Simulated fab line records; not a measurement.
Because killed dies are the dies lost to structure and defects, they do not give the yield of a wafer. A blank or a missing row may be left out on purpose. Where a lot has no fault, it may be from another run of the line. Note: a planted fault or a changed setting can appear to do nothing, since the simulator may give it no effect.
A struck lot beside a sound one ; flow berkeley_cmos170 ; 14 out of 331 route steps
Sound: the wafers L120.3, L120.4, L120.6. Wafers struck: L126.3, L126.4, L126.6. The cause is given at the end.
Per side, at each step with rows, come the tool, then ch with its chambers, and then its first start. Under that, the readings that differ: sound wafers ; struck wafers ; difference of the means ; sigmas: that difference in standard deviations of wafers without a fault.
alike: readings whose means differ by less than 2 such deviations, and words and numbers that are the same on both sides. not compared: withheld readings, readings that some wafer has no value for, bounds like >300 that may hide the same value, and numbers for which the record gives no deviation and whose values overlap.
A row with sigmas, a row that says differs or no value, or rows on one side alone: a step with any of these is where the two part. When numbers do not overlap yet have no deviation, they are printed without sigmas and do not part them. A reading missing from all wafers of one side parts the sides only when that side holds two or more wafers.

UCB170_M1_CD_MEAS_90: target cd 700 nm.
  struck on cd_sem-01, day 8 12:25; sound on cd_sem-01, day 7 18:28
  alike: cd_nm
then, 1 step without rows for these wafers: UCB170_M1_ANNEAL_14 (time 1200 s).
UCB170_V1_CVD_00: deposits SiO2 from TEOS/O2, target thk 2000 nm, time 250 s.
  sound on pecvd-01 ch 0,1,2, day 7 21:53; struck on pecvd-04 ch 0,1,2, day 8 17:11
  alike: heater_power_w
UCB170_V1_THK_MEAS_01:
  struck on film_metro-01, day 8 17:21; sound on film_metro-03, day 7 22:03
  alike: V1_TEOS_THK
UCB170_V1_CMP_02: polishes SiO2.
  sound on cmp-02 ch 1,2,3, day 7 22:11; struck on cmp-02 ch 0,1, day 8 17:41
  alike: motor_current_A, slurry_flow_ml_min
UCB170_V1_BOW_MEAS_03:
  struck on film_metro-01, day 8 18:02; sound on film_metro-02, day 7 22:26
  alike: V1_BOW
UCB170_V1_THK_MEAS_04:
  struck on film_metro-01, day 8 18:08; sound on film_metro-02, day 7 22:32
  alike: V1_POLISHED_THK
then, 5 steps without rows for these wafers: UCB170_V1_CLEAN_05 (cleans in DIW); UCB170_V1_HMDS_06 (prime time 60 s); UCB170_V1_COAT_07 (resist thk 905.2 nm); UCB170_V1_SOFTBAKE_08 (time 60 s); UCB170_V1_EXPOSE_09 (exposes mask VIA1, target cd 700 nm).
UCB170_V1_PEB_10:
  sound on litho_track-02 ch 0, day 7 23:32; struck on litho_track-02, day 8 19:14
  no value came back on the struck wafers for chill_plate_temp_C (C), exhaust_pa (Pa); on the sound wafers chill_plate_temp_C (C) reads 22.94 22.89 22.91
then, 1 step without rows for these wafers: UCB170_V1_DEVELOP_11 (develop time 45 s).

WHERE THEY PART
At UCB170_V1_PEB_10 and nowhere else, as far as this record goes.

WHY: what had been put in by the simulator
Entire step skipped (litho_track-02, UCB170_V1_PEB_10), from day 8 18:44 onward. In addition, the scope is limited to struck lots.
